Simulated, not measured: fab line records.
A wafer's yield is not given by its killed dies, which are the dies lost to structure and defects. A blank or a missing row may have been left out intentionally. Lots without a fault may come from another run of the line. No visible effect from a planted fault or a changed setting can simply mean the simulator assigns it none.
The tool behind it: which one? -- flow berkeley-cmos170 -- 14 lots with 42 wafers sampled at 2 steps, on a route of 331 steps

## WHAT THE GAUGES READ, wafer by wafer
UCB170_FIELD_THK_MEAS_91.
lot,measured,on,FIELD_OXIDE_LEFT_2_THK (nm)
L488,day 5 11:24,film-metro-01,344 348 342
L489,day 6 03:19,film-metro-02,357 353 347
L490,day 6 06:58,film-metro-04,343 334 343
L491,day 6 09:59,film-metro-02,343 345 351
L492,day 6 10:16,film-metro-04,330 341 344
L495,day 7 08:51,film-metro-04,353 362 345
L496,day 7 08:52,film-metro-02,354 353 358
L499,day 8 19:12,film-metro-04,354 342 352
L500,day 8 19:16,film-metro-04,346 347 347
L506,day 10 00:46,film-metro-01,364 366 372
L505,day 10 00:47,film-metro-04,358 359 360
L504,day 10 00:50,film-metro-02,365 358 358
L509,day 10 11:07,film-metro-01,370 371 377
L508,day 10 11:40,film-metro-04,349 347 343

UCB170_NSD_CD_MEAS_06: target cd 1200 nm.
lot,measured,on,cd-nm (nm)
L488,day 6 17:16,cd-sem-01,1200.4 1200.3 1201.3
L489,day 7 04:52,cd-sem-02,1202.4 1202.1 1201.6
L490,day 7 09:20,cd-sem-01,1198.7 1199.5 1199.0
L491,day 7 09:37,cd-sem-02,1200.3 1198.4 1199.6
L492,day 7 09:07,cd-sem-01,1199.6 1201.3 1199.6
L495,day 8 16:59,cd-sem-01,1202.8 1201.3 1202.2
L496,day 8 16:27,cd-sem-02,1201.5 1199.6 1200.0
L499,day 10 03:40,cd-sem-02,1197.9 1199.0 1198.6
L500,day 10 03:34,cd-sem-02,1200.9 1202.5 1200.6
L506,day 11 04:01,cd-sem-02,1199.4 1198.4 1199.3
L505,day 11 03:52,cd-sem-02,1198.2 1198.6 1198.0
L504,day 11 03:35,cd-sem-01,1199.9 1199.0 1198.3
L509,day 11 15:35,cd-sem-02,1199.5 1198.5 1200.1
L508,day 11 15:35,cd-sem-01,1199.2 1200.5 1199.4

## WHAT TOOL EACH LOT RAN ON (gives the tool, then ch and the chambers of the sampled wafers, and finally the start)
The record holds no process step before these readings.

## AS READ BY THE TOOLS THEMSELVES (means over the sampled wafers that have a number; for cases with no such wafer, the mark the record gives instead)
The record holds no such reading with a usual standard deviation.

## THE ANSWER, worked out from the rows above alone
Rule: what is usual is taken from the lots themselves. The widest of any qualifying gaps counts: lots, ordered by their means at a reading, are off when they make up no more than a third of the lots, leave a main group of 4 or more, and stand apart from it by 3 or more times the standard deviation of that group's means. The tables above print the reading to a certain number of digits; a main group whose means all agree to those digits is not used. Also off: a lot with no number at a reading for which 4 or more lots have one. The other lots that the step has rows for count as sound. Order of review: gauges by route order, followed by the tools' own readings, for which a lot's mean as printed above is used. The first step at which some lot is off is used, and at that step the reading that is off furthest; a lot without a number counts as furthest.
None of the lots is off at any reading shown; this tells nothing.

## WHAT THE SIMULATOR HAD PUT IN
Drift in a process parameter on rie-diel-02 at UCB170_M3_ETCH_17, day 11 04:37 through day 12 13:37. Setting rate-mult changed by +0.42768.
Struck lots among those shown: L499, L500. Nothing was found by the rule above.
